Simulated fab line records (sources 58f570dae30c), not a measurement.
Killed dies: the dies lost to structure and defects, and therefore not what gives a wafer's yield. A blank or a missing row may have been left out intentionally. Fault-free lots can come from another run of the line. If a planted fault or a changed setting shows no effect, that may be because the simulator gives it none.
One fault through the eyes of 2 desks || flow berkeleyCmos170 || each desk has only its own numbers; what lay behind them comes last

## THE TOOL OWNER'S DESK: pvdSputter-04
The tool's own readings at UCB170_M2_SPUTTER_01 (material Al, target thk 900 nm, time 120 s): means of the sampled wafers that have a number, for each lot that ran on this tool. The brackets show how far a lot's mean lies from the usual mean; more than 4 standard deviations puts the lot out of limits, marked OUT.
Columns: A = throttleValvePct at UCB170_M2_SPUTTER_01, usual 30.0 %
{"lot": "L377", "first seen here": "day 9 13:37", "A": 29.9}
{"lot": "L378", "first seen here": "day 9 15:29", "A": 29.6}
{"lot": "L380", "first seen here": "day 10 02:04", "A": 29.0}
{"lot": "L386", "first seen here": "day 11 14:25", "A": 30.0}
This desk's finding: nothing out of limits on any of the 4 lots.

## THE METROLOGY DESK
What the gauges read, lot by lot, whatever tool the lot ran on: means of the sampled wafers that have a number. The brackets show how far a lot's mean lies from the usual mean; more than 4 standard deviations puts the lot out of limits, marked OUT.
Columns: A = M2_AL_RS at UCB170_M2_RS_MEAS_02, usual 0.0319 ohm/sq; B = M2_AL_THK at UCB170_M2_THK_MEAS_03, usual 914 nm
{"lot": "L373", "first seen here": "day 8 21:50", "A": 0.0317, "B": 915}
{"lot": "L374", "first seen here": "day 8 22:08", "A": 0.0317, "B": 927}
{"lot": "L377", "first seen here": "day 9 13:41", "A": 0.0320, "B": 919}
{"lot": "L378", "first seen here": "day 9 15:34", "A": 0.0321, "B": 904}
{"lot": "L376", "first seen here": "day 9 16:21", "A": 0.0320, "B": 906}
{"lot": "L379", "first seen here": "day 10 00:28", "A": 0.0317, "B": 919}
{"lot": "L380", "first seen here": "day 10 02:09", "A": 0.0323, "B": 907}
{"lot": "L383", "first seen here": "day 10 23:47", "A": 0.0315, "B": 927}
{"lot": "L386", "first seen here": "day 11 14:30", "A": "0.0362 (+14) OUT", "B": "833 (-7.3) OUT"}
{"lot": "L387", "first seen here": "day 12 12:23", "A": 0.0315, "B": 928}
{"lot": "L388", "first seen here": "day 12 13:56", "A": 0.0315, "B": 932}
{"lot": "L392", "first seen here": "day 13 12:56", "A": 0.0316, "B": 911}
{"lot": "L393", "first seen here": "day 13 13:15", "A": 0.0320, "B": 918}
Per this desk, out of limits: L386; the first was L386, day 11 14:30 (M2_AL_RS at UCB170_M2_RS_MEAS_02). L373, L374, L377, L378, L376, L379, L380, L383, L387, L388, L392, L393 stayed within limits.

## ALL TOGETHER
On L386, the metrology desk was in a position to raise an alarm at day 11 14:30.
Nothing out of limits was seen by the tool owner's desk.
On record at the tool owner's desk: L386, within its limits.
The lots listed all ran UCB170_M2_SPUTTER_01 on pvdSputter-04.

## WHAT THE SIMULATOR HAD PUT IN
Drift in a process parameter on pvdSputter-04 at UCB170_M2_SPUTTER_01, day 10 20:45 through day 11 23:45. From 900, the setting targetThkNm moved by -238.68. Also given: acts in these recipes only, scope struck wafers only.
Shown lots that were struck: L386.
Per desk, hours elapsed from the start of the fault to the first reading out of limits: for the metrology desk, 18.
